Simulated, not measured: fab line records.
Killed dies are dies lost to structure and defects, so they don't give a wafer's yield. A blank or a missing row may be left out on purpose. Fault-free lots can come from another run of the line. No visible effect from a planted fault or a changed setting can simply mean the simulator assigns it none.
Struck lot and sound lot, side by side | flow rit-cmos | 13 out of 202 route steps
Sound: wafers L554.1, L554.3, L554.4. Struck: wafers L563.2, L563.3, L563.5. The cause is named last.
Each step with rows lists, per side, the tool, then ch with its chambers, then its first start. Under that, the readings that differ: sound wafers | struck wafers | difference of the means | sigmas: that difference in standard deviations of wafers without a fault.
alike: a reading whose means differ by less than 2 such deviations, as well as words and numbers matching on both sides. not compared: withheld readings; readings where some wafer has no value; bounds like >300 that might hide an equal value; numbers whose values overlap and for which the record gives no deviation.
The two part at a step that has a row with sigmas, a row that says differs or no value, or rows on one side only. Numbers that don't overlap but have no deviation are shown without sigmas and don't part them. A reading that every wafer of one side lacks parts them only if that side has two wafers or more.

first, 1 step without rows for these wafers: RIT_SDANNEAL_CLEAN_02 (cleans in SC2, time 600 s).
RIT_SDANNEAL_RTA_03: time 5 s.
  sound on rtp-anneal-01 ch 0, day 4 07:52; struck on rtp-anneal-02 ch 0, day 6 04:00
  alike: anneal-temp-c-max, chamber-o2-ppm, wafer_temp_C_max
RIT_SDANNEAL_RS_MEAS_04: uses a four-point probe to measure.
  struck on film-metro-02, day 6 04:04; sound on film-metro-03, day 4 07:55
  alike: PSD_RS
RIT_SDANNEAL_RS_MEAS_05: uses a four-point probe to measure.
  struck on film-metro-02, day 6 04:11; sound on film-metro-03, day 4 08:02
  alike: NSD_RS
RIT_SDANNEAL_RS_MEAS_06: uses a four-point probe to measure.
  struck on film-metro-02, day 6 04:19; sound on film-metro-03, day 4 08:10
  alike: PLDD_RS
RIT_SDANNEAL_RS_MEAS_07: uses a four-point probe to measure.
  struck on film-metro-02, day 6 04:26; sound on film-metro-03, day 4 08:17
  alike: NLDD_RS
then, 1 step without rows for these wafers: RIT_SILICIDE_WET_ETCH_00 (etches SiO2 in BOE, target depth 14 nm, time 15 s).
RIT_SILICIDE_SPUTTER_01: material Ti, target thk 30 nm, time 231.8 s.
  struck on pvd-sputter-02, day 6 04:32; sound on pvd-sputter-03, day 4 08:25
  alike: throttle-valve-pct
RIT_SILICIDE_RS_MEAS_02: uses a four-point probe to measure.
  struck on film-metro-03, day 6 04:43; sound on film-metro-01, day 4 08:34
  alike: SILICIDE_TI_RS
RIT_SILICIDE_THK_MEAS_03: measures by xrf.
  struck on film-metro-03, day 6 04:49; sound on film-metro-01, day 4 08:41
  alike: SILICIDE_TI_THK
RIT_SILICIDE_RTA_04: time 10 s, ramp up 5 s, ramp down 5 s.
  sound on rtp-anneal-02 ch 0, day 4 08:44; struck on rtp-anneal-01 ch 0, day 6 04:53
  alike: anneal-temp-c-max, chamber-o2-ppm, wafer_temp_C_max
then, 1 step without rows for these wafers: RIT_SILICIDE_WET_ETCH_05 (etches Ti in SPM, time 120 s).
RIT_SILICIDE_RTA_06: time 10 s, ramp up 5 s, ramp down 10 s.
  struck on rtp-anneal-02, day 6 04:59; sound on rtp-anneal-01 ch 0, day 4 08:51
  no value came back on the struck wafers for anneal-temp-c-max, chamber-o2-ppm, wafer_temp_C_max; on the sound wafers anneal-temp-c-max reads 752.0 752.1 752.0

## WHERE THEY PART
Only at RIT_SILICIDE_RTA_06, within this record.

WHY: whatever the simulator had introduced
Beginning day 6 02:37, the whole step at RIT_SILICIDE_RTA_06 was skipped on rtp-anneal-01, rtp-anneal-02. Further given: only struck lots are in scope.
